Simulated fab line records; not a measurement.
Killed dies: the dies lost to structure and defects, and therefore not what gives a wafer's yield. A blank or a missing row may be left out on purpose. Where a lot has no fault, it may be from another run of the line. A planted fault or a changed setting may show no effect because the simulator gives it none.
Chamber matching / flow berkeley cmos170 / rie diel-02 running UCB170_M2_ETCH_17: 4 sister chambers
The step etches BARC in N2/H2. 8 wafers are shown with their chamber, then 7 later ones without.

== WAFERS, EACH WITH ITS CHAMBER ==
wafer=L835.4; chamber=0; drypump motor current A (A)=5.64; throttle valve pct (%)=13.19
wafer=L836.6; chamber=3; drypump motor current A (A)=5.91; throttle valve pct (%)=13.19
wafer=L837.1; chamber=2; drypump motor current A (A)=5.65; throttle valve pct (%)=13.21
wafer=L837.4; chamber=3; drypump motor current A (A)=5.86; throttle valve pct (%)=13.19
wafer=L843.4; chamber=1; drypump motor current A (A)=5.88; throttle valve pct (%)=13.04
wafer=L843.6; chamber=2; drypump motor current A (A)=5.64; throttle valve pct (%)=13.21
wafer=L848.1; chamber=1; drypump motor current A (A)=5.88; throttle valve pct (%)=13.03
wafer=L848.2; chamber=0; drypump motor current A (A)=5.65; throttle valve pct (%)=13.23

== WAFERS WHOSE CHAMBER IS MISSING ==
wafer=L848.6; drypump motor current A (A)=5.66; throttle valve pct (%)=13.21
wafer=L852.1; drypump motor current A (A)=5.65; throttle valve pct (%)=13.23
wafer=L852.4; drypump motor current A (A)=5.64; throttle valve pct (%)=13.21
wafer=L852.5; drypump motor current A (A)=5.65; throttle valve pct (%)=13.24
wafer=L855.1; drypump motor current A (A)=5.96; throttle valve pct (%)=13.28
wafer=L855.3; drypump motor current A (A)=5.89; throttle valve pct (%)=13.05
wafer=L855.6; drypump motor current A (A)=5.67; throttle valve pct (%)=13.21

== CHAMBER TAKEN BY EACH ==
wafer=L848.6; from the rows above=can't be placed: 0 or 2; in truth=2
wafer=L852.1; from the rows above=can't be placed: 0 or 2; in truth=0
wafer=L852.4; from the rows above=can't be placed: 0 or 2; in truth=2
wafer=L852.5; from the rows above=can't be placed: 0 or 2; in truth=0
wafer=L855.1; from the rows above=3; in truth=3
wafer=L855.3; from the rows above=1; in truth=1
wafer=L855.6; from the rows above=can't be placed: 0 or 2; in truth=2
Placed correctly: 2 of 7. Cannot be placed on the basis of these rows: 5; the candidates contain the true chamber in 5. Placed wrongly: 0.
How it was worked out, from the rows above alone: a wafer's distance from a chamber is the root of the sum, over the readings, of the square of ((its reading less the chamber's mean) divided by the reading's scatter). The wafer belongs to the nearest chamber; if the next one is less than 2 further off, it can't be placed. A chamber's mean is the mean of its shown wafers. The scatter: take each reading less its chamber's mean, square it, sum over the shown wafers, divide by the number of wafers less the number of chambers, and take the root.
